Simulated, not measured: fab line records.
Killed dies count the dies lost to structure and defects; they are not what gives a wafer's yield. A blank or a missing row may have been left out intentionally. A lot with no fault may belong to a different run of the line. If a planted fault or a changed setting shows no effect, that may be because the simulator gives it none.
Which tool is to blame? | flow berkeley-cmos170 | Sampling: 14 lots, 42 wafers, 3 of 331 route steps

== WHAT EACH GAUGE READ, for each wafer ==
UCB170_M2_CD_MEAS_90: target cd 700 nm.
lot  | measured     | on        | cd-nm (nm)
L480 | day 7 17:01  | cd-sem-02 | 700.0 700.1 700.5
L481 | day 8 08:46  | cd-sem-02 | 700.1 698.9 698.1
L485 | day 9 00:56  | cd-sem-01 | 700.6 698.8 698.8
L483 | day 9 01:14  | cd-sem-01 | 703.6 702.0 700.4
L486 | day 9 06:47  | cd-sem-01 | 702.4 700.1 698.3
L491 | day 10 06:22 | cd-sem-02 | - - -
L494 | day 10 23:46 | cd-sem-01 | - - -
L496 | day 11 00:44 | cd-sem-01 | 699.7 699.0 698.5
L498 | day 11 13:36 | cd-sem-01 | 699.0 700.3 699.9
L499 | day 12 01:13 | cd-sem-02 | 696.6 697.3 699.7
L500 | day 12 01:17 | cd-sem-01 | 696.5 700.4 699.1
L501 | day 12 01:43 | cd-sem-02 | 700.3 695.8 697.7
L502 | day 12 02:55 | cd-sem-02 | 696.4 701.9 696.2
L503 | day 12 07:49 | cd-sem-01 | 696.2 699.4 696.8

== WHAT TOOL EACH LOT RAN ON (gives the tool, then ch and the chambers of the sampled wafers, and finally the start) ==
lot  | UCB170_M2_METAL_ETCH_18           | UCB170_M2_STRIP_19
L480 | rie-metal-03 ch 0,1, day 7 16:43  | plasma-asher-01 ch 0,1, day 7 16:54
L481 | rie-metal-02 ch 0,1, day 8 08:28  | plasma-asher-03 ch 0,1, day 8 08:39
L485 | rie-metal-03 ch 0,1, day 9 00:31  | plasma-asher-01 ch 0,1, day 9 00:43
L483 | rie-metal-04 ch 1, day 9 00:46    | plasma-asher-01 ch 0,1, day 9 01:08
L486 | rie-metal-03 ch 0, day 9 06:14    | plasma-asher-01 ch 0,1, day 9 06:26
L491 | rie-metal-02 ch 0,1, day 10 06:04 | plasma-asher-01 ch 0,1, day 10 06:15
L494 | rie-metal-02 ch 0,1, day 10 23:28 | plasma-asher-02 ch 0,1, day 10 23:38
L496 | rie-metal-02 ch 0,1, day 11 00:28 | plasma-asher-03 ch 0,1, day 11 00:38
L498 | rie-metal-04 ch 0, day 11 13:13   | plasma-asher-02 ch 0,1, day 11 13:30
L499 | rie-metal-04 ch 0,1, day 12 00:58 | plasma-asher-03 ch 0,1, day 12 01:07
L500 | rie-metal-03 ch 0,1, day 12 01:01 | plasma-asher-02 ch 0,1, day 12 01:10
L501 | rie-metal-02 ch 1, day 12 01:17   | plasma-asher-03 ch 0,1, day 12 01:36
L502 | rie-metal-04 ch 0,1, day 12 02:38 | plasma-asher-03 ch 0,1, day 12 02:49
L503 | rie-metal-02 ch 1, day 12 07:31   | plasma-asher-03 ch 1, day 12 07:43
- UCB170_M2_METAL_ETCH_18: etches Al in Cl2/BCl3, stops on SiO2, target depth 1170 nm, time 195 s.
- UCB170_M2_STRIP_19: strips in O2.

== AS READ BY THE TOOLS THEMSELVES (means over the sampled wafers that have a number; for cases with no such wafer, the mark the record gives instead) ==
UCB170_M2_METAL_ETCH_18.
lot  | tool         | bcl3-flow-sccm (sccm) | bias-w (W) | drypump-motor-current-A (A) | oes-product-au (a.u.) | throttle-valve-pct (%)
L480 | rie-metal-03 | 45.01                 | 120.0      | 5.44                        | 0.844                 | 24.37
L481 | rie-metal-02 | 45.01                 | 119.9      | 5.35                        | 0.866                 | 24.39
L485 | rie-metal-03 | 44.93                 | 120.0      | 5.44                        | 0.849                 | 24.43
L483 | rie-metal-04 | 45.01                 | 119.6      | 5.74                        | 0.875                 | 24.29
L486 | rie-metal-03 | 45.11                 | 120.3      | 5.39                        | 0.847                 | 24.30
L491 | rie-metal-02 | -                     | -          | -                           | -                     | -
L494 | rie-metal-02 | -                     | -          | -                           | -                     | -
L496 | rie-metal-02 | 45.02                 | 120.1      | 5.21                        | 0.864                 | 24.35
L498 | rie-metal-04 | 45.07                 | 120.0      | 5.17                        | 0.847                 | 24.41
L499 | rie-metal-04 | 44.90                 | 120.2      | 5.35                        | 0.849                 | 24.37
L500 | rie-metal-03 | 45.11                 | 120.1      | 5.45                        | 0.849                 | 24.42
L501 | rie-metal-02 | 44.83                 | 120.6      | 5.44                        | 0.867                 | 24.44
L502 | rie-metal-04 | 45.04                 | 119.6      | 5.57                        | 0.856                 | 24.34
L503 | rie-metal-02 | 44.97                 | 120.1      | 5.44                        | 0.857                 | 24.44

UCB170_M2_STRIP_19.
lot  | tool            | drypump-motor-current-A (A) | oes-product-au (a.u.)
L480 | plasma-asher-01 | 5.84                        | 0.537
L481 | plasma-asher-03 | 5.79                        | 0.533
L485 | plasma-asher-01 | 5.81                        | 0.538
L483 | plasma-asher-01 | 5.83                        | 0.537
L486 | plasma-asher-01 | 5.83                        | 0.533
L491 | plasma-asher-01 | 5.83                        | 0.728
L494 | plasma-asher-02 | 5.98                        | 0.726
L496 | plasma-asher-03 | 5.95                        | 0.536
L498 | plasma-asher-02 | 6.11                        | 0.533
L499 | plasma-asher-03 | 5.96                        | 0.548
L500 | plasma-asher-02 | 5.97                        | 0.547
L501 | plasma-asher-03 | 5.95                        | 0.538
L502 | plasma-asher-03 | 5.95                        | 0.554
L503 | plasma-asher-03 | 5.65                        | 0.537

== THE ANSWER, worked out from the rows above alone ==
Rule: the usual values come from the lots themselves. Put in order of their means at a reading, lots are off if they are a third of the lots or fewer, leave a main group of 4 or more, and stand apart from it by a gap of 3 or more times the standard deviation of the main group's means; of several such gaps the widest counts. A main group is skipped when, at the precision printed for the reading in the tables above, its means are all equal. Also off: a lot with no number at a reading for which 4 or more lots have one. The other lots that the step has rows for count as sound. After the gauges, taken in route order, come the tools' own readings; for these a lot's mean is taken, as printed above. At the first step where some lot is off, the reading lying furthest off is the one used; lots without a number count as furthest.
Off: L491, L494, at UCB170_M2_CD_MEAS_90 (cd-nm). Without a number there: L491, L494. Main group: mean 699.1 nm, sd 1.2.
A tool fits if, at a process step before that reading, it ran every lot that is off, and no sound lot after the first of them. Not tried: the gauges at UCB170_M2_CD_MEAS_90; whatever is off there is also off at UCB170_M2_METAL_ETCH_18, on other tools, and gauge error can't account for it. Not one of the candidates tried fits.

== WHAT THE SIMULATOR HAD INSERTED ==
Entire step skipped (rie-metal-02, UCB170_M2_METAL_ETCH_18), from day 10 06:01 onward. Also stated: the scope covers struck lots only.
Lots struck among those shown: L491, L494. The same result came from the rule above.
